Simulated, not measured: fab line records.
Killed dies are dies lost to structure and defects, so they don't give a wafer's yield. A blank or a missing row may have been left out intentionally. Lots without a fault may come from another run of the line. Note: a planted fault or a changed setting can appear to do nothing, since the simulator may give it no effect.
The same fault as seen by 2 desks    flow berkeley cmos170    each desk holds nothing but its own numbers, with what lay behind them at the end

METROLOGY DESK
Means of the sampled wafers that have a number, per lot and without regard to the tool the lot ran on: this is what the gauges read. A lot is out of limits, marked OUT, if its mean lies more than 4 standard deviations from the usual mean; the brackets give that distance.
Columns: A = cd nm at UCB170_NLDD_CD_MEAS_06, usual 1200.0 nm; B = SPACER_TEOS_THK at UCB170_SPACER_THK_MEAS_01, usual 376 nm
lot   first seen here  A       B
L902  day 7 13:55      1198.3  377
L903  day 7 14:41      1199.7  376
L906  day 8 05:09      1200.7  383
L904  day 8 05:41      1198.0  376
L910  day 9 03:31      1199.3  369
L908  day 9 03:48      1200.1  379
L911  day 9 09:22      1197.4  381
L913  day 9 09:37      1199.5  381
L912  day 9 10:02      1200.8  376
L914  day 10 10:56     1203.0  375
L915  day 10 11:07     1201.2  377
L918  day 11 00:43     1199.4  381
L920  day 11 10:26     1199.9  373
L923  day 12 01:44     1199.8  373
L921  day 12 02:54     1199.1  376
Finding of this desk: none of the 15 lots has anything out of limits.

AT THE TOOL OWNER'S DESK: rie diel-02
The tool's own readings at UCB170_SPACER_ETCHBACK_03 (etches SiO2 in CHF3/CF4/Ar, stops on Si, target depth 376 nm, time 100 s): means of the sampled wafers that have a number, for each lot that ran on this tool. A lot is out of limits, marked OUT, if its mean lies more than 4 standard deviations from the usual mean; the brackets give that distance.
Columns: A = drypump motor current A at UCB170_SPACER_ETCHBACK_03, usual 5.75 A; B = mfc ar sccm at UCB170_SPACER_ETCHBACK_03, usual 120.0 sccm; C = oes product au at UCB170_SPACER_ETCHBACK_03, usual 0.894 a.u.; D = run length s at UCB170_SPACER_ETCHBACK_03, usual 128.1 s; E = throttle valve pct at UCB170_SPACER_ETCHBACK_03, usual 6.52 %
lot   first seen here  A     B      C                 D               E
L903  day 7 19:44      5.56  119.9  0.908             127.8           6.51
L913  day 9 14:07      5.70  120.3  0.898             128.1           6.59
L914  day 10 17:47     5.76  120.2  0.887             128.1           6.60
L920  day 11 17:59     5.59  119.9  1.012 (+6.2) OUT  87.8 (-75) OUT  6.58
L923  day 12 09:00     5.46  120.3  1.012 (+6.2) OUT  87.3 (-76) OUT  6.54
L921  day 12 09:04     5.48  120.2  1.012 (+6.2) OUT  87.6 (-75) OUT  6.55
Finding of this desk: L920, L921, L923 out of limits; the first was L920 at day 11 17:59, on oes product au at UCB170_SPACER_ETCHBACK_03. In limits: L903, L913, L914.

TAKEN TOGETHER
The tool owner's desk could have raised an alarm at day 11 17:59, on L920, L921, L923.
At the metrology desk, nothing out of limits was observed.
The metrology desk has L920, L921, L923 on record, within its limits.
UCB170_SPACER_ETCHBACK_03 was run on rie diel-02 by each of the lots named.

WHAT WAS PUT IN BY THE SIMULATOR
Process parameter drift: rie diel-02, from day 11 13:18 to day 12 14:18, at UCB170_SPACER_ETCHBACK_03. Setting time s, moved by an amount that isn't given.
Shown lots that were struck: L920, L921, L923.
Time in hours from fault onset to the first out-of-limits reading at each desk: the tool owner's desk, 5.
